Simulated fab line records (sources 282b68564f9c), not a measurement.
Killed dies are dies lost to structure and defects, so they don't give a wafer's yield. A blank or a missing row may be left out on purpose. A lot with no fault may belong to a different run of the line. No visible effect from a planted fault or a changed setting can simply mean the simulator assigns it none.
A lot that was struck, set against a sound lot | flow rit_cmos | 16 out of 202 route steps
Sound: wafers L267.3, L267.4, L267.6. Wafers struck: L279.1, L279.2, L279.5. The cause is named last.
Per side, at each step with rows, come the tool, then ch with its chambers, and then its first start. Under that, the readings that differ: sound wafers | struck wafers | difference of the means | sigmas: that difference in standard deviations of wafers without a fault.
alike: words and numbers the same on both sides, and readings whose means are apart by under 2 such deviations; not compared: readings that were withheld, readings missing a value for some wafer, numbers with overlapping values and no deviation given by the record, and bounds like >300 which may hide the same value.
The two part at a step that has a row with sigmas, a row that says differs or no value, or rows on one side only. Numbers that don't overlap but have no deviation are shown without sigmas and don't part them. Lack of a reading on every wafer of one side parts them only where that side has two or more wafers.

RIT_ACTIVE_BOW_MEAS_00:
  sound on film_metro-02, day 2 01:02; struck on film_metro-03, day 4 13:00
  alike: INCOMING_BOW
then, 1 step without rows for these wafers: RIT_ACTIVE_OXIDATION_01 (target thk 46.8 nm, ox time 3360 s).
RIT_ACTIVE_THK_MEAS_02:
  sound on film_metro-03, day 2 04:09; struck on film_metro-03, day 4 15:03
  reading               | sound          | struck         | difference | sigmas
  ACTIVE_OXIDE_THK (nm) | 47.2 47.0 47.3 | 45.0 45.4 45.1 | -2.0       | -2
then, 1 step without rows for these wafers: RIT_ACTIVE_CVD_03 (deposits Si3N4 from SiH2Cl2/NH3, target thk 150 nm, time 1500 s).
RIT_ACTIVE_THK_MEAS_04:
  sound on film_metro-03, day 2 05:38; struck on film_metro-02, day 4 16:32
  alike: ACTIVE_NITRIDE_THK
then, 1 step without rows for these wafers: RIT_ACTIVE_HMDS_05 (prime time 60 s).
RIT_ACTIVE_COAT_06: resist thk 1000 nm.
  sound on litho_track-02 ch 0, day 2 05:52; struck on litho_track-04 ch 0, day 4 16:44
  reading                                     | sound          | struck            | difference | sigmas
  dispense_pressure_kPa (kPa)                 | 52.2 52.3 52.2 | 48.3 48.3 48.3    | -3.9       | -3
  model.NOVOLAK_of_ACTIVE_COAT_06.thk_nm (nm) | 1003 1005 1002 | 481.6 483.1 480.3 | -521.7     |
  alike: resist_line_temp_C
then, 4 steps without rows for these wafers: RIT_ACTIVE_SOFTBAKE_07 (time 60 s); RIT_ACTIVE_EXPOSE_08 (exposes mask M1, target cd 1400 nm); RIT_ACTIVE_PEB_09; RIT_ACTIVE_DEVELOP_10 (develop time 50 s).
RIT_ACTIVE_CD_MEAS_11: target cd 1400 nm.
  sound on cd_sem-02, day 2 06:34; struck on cd_sem-02, day 4 17:26
  reading    | sound                | struck               | difference | sigmas
  cd_nm (nm) | 1398.7 1401.4 1399.0 | 1337.0 1338.6 1337.6 | -62.0      | -24
then, 1 step without rows for these wafers: RIT_ACTIVE_HARDBAKE_12 (time 60 s).
RIT_ACTIVE_ETCH_13: etches Si3N4 in SF6, stops on SiO2, time 210 s, target depth 210 nm.
  sound on rie_diel-01 ch 0,1,2, day 2 06:47; struck on rie_diel-02 ch 1,3, day 4 17:43
  reading                                     | sound             | struck            | difference | sigmas
  model.NOVOLAK_of_ACTIVE_COAT_06.thk_nm (nm) | 654.9 659.1 658.5 | 205.6 197.3 192.5 | -459.0     |
  model.ACTIVE.cd_nm (nm)                     | 1399 1402 1399    | 1337 1338 1337    | -63        |
  alike: drypump_motor_current_A, oes_product_au, rf_fwd_power_W, throttle_valve_pct
  not compared: rf_hours_counter_h
RIT_ACTIVE_STRIP_14: strips in O2, time 180 s.
  sound on plasma_asher-01 ch 0,1, day 2 06:59; struck on plasma_asher-03 ch 0,1, day 4 17:50
  alike: drypump_motor_current_A, o2_flow_sccm
  not compared: rf_hours_counter_h
RIT_M1_PROBE_99:
  sound on prober-01, day 4 02:22; struck on prober-01, day 6 11:57
  reading                             | sound               | struck               | difference | sigmas
  model.etest.nplus_sal.width_nm (nm) | 3467 3458 3465      | 3390 3394 3390       | -72        |
  model.etest.pplus_sal.width_nm (nm) | 3482 3471 3465      | 3386 3381 3397       | -85        |
  model.etest.nldd.width_nm (nm)      | 3200 3170 3186      | 3148 3121 3144       | -48        |
  model.etest.pldd.width_nm (nm)      | 3180 3169 3175      | 3136 3110 3144       | -45        |
  model.etest.nmos_narrow.drive_ua_um | 225.5 225.5 225.7   | 220.2 215.8 211.7    | -9.7       |
  model.etest.field_p.vt_v (V)        | -12.96 -12.9 -12.95 | -12.32 -12.41 -12.32 | +0.59      |
  model.etest.pplus_sal.line_ohm_um   | 1.228 1.248 1.25    | 1.298 1.301 1.29     | +0.054     |
  alike: killed_at_front_end, killed_dies, killed_open, killed_short
  not compared: model.etest.pmos_narrow.drive_ua_um

## WHERE THEY PART
First at RIT_ACTIVE_THK_MEAS_02; last, within this record, at RIT_ACTIVE_CD_MEAS_11. Later steps at which nothing parts them and some readings are alike: RIT_ACTIVE_ETCH_13, RIT_ACTIVE_STRIP_14, RIT_M1_PROBE_99.

WHY: what the simulator had put in
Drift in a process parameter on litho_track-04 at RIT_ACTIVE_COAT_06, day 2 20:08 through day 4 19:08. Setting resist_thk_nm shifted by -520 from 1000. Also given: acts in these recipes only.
